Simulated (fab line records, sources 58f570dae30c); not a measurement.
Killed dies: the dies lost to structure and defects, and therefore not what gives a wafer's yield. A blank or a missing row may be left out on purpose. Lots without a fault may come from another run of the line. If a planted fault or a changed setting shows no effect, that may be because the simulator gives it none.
Problem report, 8D (eight disciplines) form, completed by code	flow berkeley-cmos170	the parts of the form that need people (team, actions taken, sign-off) are left out

## 1. THE ISSUE
Mean V1_POLISHED_THK at UCB170_V1_THK_MEAS_04: 1343.8 nm over 6 wafers in 2 lots; fault-free wafers: 999.9 nm, standard deviation 1.6. That is +99 or more standard deviations from the usual mean.
First seen on wafer L447.2, day 12 01:02, on film-metro-03. The record has a number at this step for 42 wafers belonging to 14 lots. The rule behind "out" and "out of limits": a value lying over 4 standard deviations away from the usual mean. Any other wafer with a number is counted as sound.

## 2. WHAT IT IS, AND WHAT IT ISN'T
question	is	is not
which readings at this step	V1_POLISHED_THK	-
which lots	L447, L449	L433, L434, L435, L436, L437, L438, L439, L440, L441, L442, L445, L453
which wafers of those lots	all that have a number	-
read on which gauges	film-metro-03, film-metro-04	film-metro-01
when	from day 12 01:02	up to then (33 sound wafers); but 3 sound wafers of L453 came after

## 3. SUSPECTS, AND WHAT RULES EACH OUT
Counting: a tool at a process step up to the reading stays a suspect if it ran every lot that is out and no sound lot after the first of them.
- the gauge at UCB170_V1_THK_MEAS_04: ruled out. Those wafers that are out were read across 2 gauges (film-metro-03, film-metro-04).
- cmp-02 at UCB170_V1_CMP_02 (polishes SiO2): kept. It ran every lot that is out, first L447 (day 12 00:36), and no sound lot after that; its last sound lot up to then is L440 (day 10 12:50).
The count leaves cmp-02 at UCB170_V1_CMP_02.

## 4. THE CAUSE (what the simulator had put in)
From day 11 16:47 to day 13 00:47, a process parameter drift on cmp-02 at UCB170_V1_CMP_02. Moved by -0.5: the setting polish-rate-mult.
Only this tool survived the counting.

## 5. THE EFFECT CHAIN, in route order
One row per reading whose mean, taken over the struck wafers that have a number, lies over 3 standard deviations from the usual. Scope: only readings with a usual standard deviation given in the record; hours: median across lots of the time from each lot's start at the first step in this table that gives one to its start at this step; sigmas: change in usual standard deviations.
hours	step	reading	usual	on struck wafers	change	sigmas
0	UCB170_V1_THK_MEAS_04	V1_POLISHED_THK	999.9 nm	1343.8	+343.9	+99 or more
1	UCB170_V1_ETCH_14	oes-product-au	0.874 a.u.	1.010	+0.136	+9.0
11	UCB170_M3_PROBE_99	defect-limited-yield	98.9 %	0.5	-98.5	-99 or more
11	UCB170_M3_PROBE_99	killed_at_M0_to_M3	0.7	260.7	+260.0	+99 or more
11	UCB170_M3_PROBE_99	killed-dies	2.8	262.8	+260.0	+99 or more
11	UCB170_M3_PROBE_99	killed-on-rim	0.7	68.8	+68.1	+82
11	UCB170_M3_PROBE_99	sort_bin_5_function	0.6 %	99.2	+98.6	+99 or more
11	UCB170_M3_PROBE_99	sort-n-pass	261.2	1.2	-260.0	-99 or more
11	UCB170_M3_PROBE_99	sort-yield-pct	98.9 %	0.5	-98.5	-99 or more
It contains these process steps:
- UCB170_V1_ETCH_14: etches SiO2 in CHF3/CF4/Ar, stops on Al, target depth 1250 nm, time 291 s.
- UCB170_M3_PROBE_99

## 6. HOW IT WOULD HAVE BEEN CAUGHT EARLIER
Counted from the fault's start at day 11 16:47, it took 8 hours until the first out-of-limits reading at a measuring or inspecting step in this record, taken at day 12 01:02.
Of the tool readings at UCB170_V1_CMP_02 for which the record gives a usual standard deviation, none was out on any struck wafer, so an alarm limit of 4 standard deviations on them would not have fired.
Among the 2 lots that are out, L449 began UCB170_V1_CMP_02 on cmp-02 after day 12 01:02. Holding the tool at that time would have saved it.
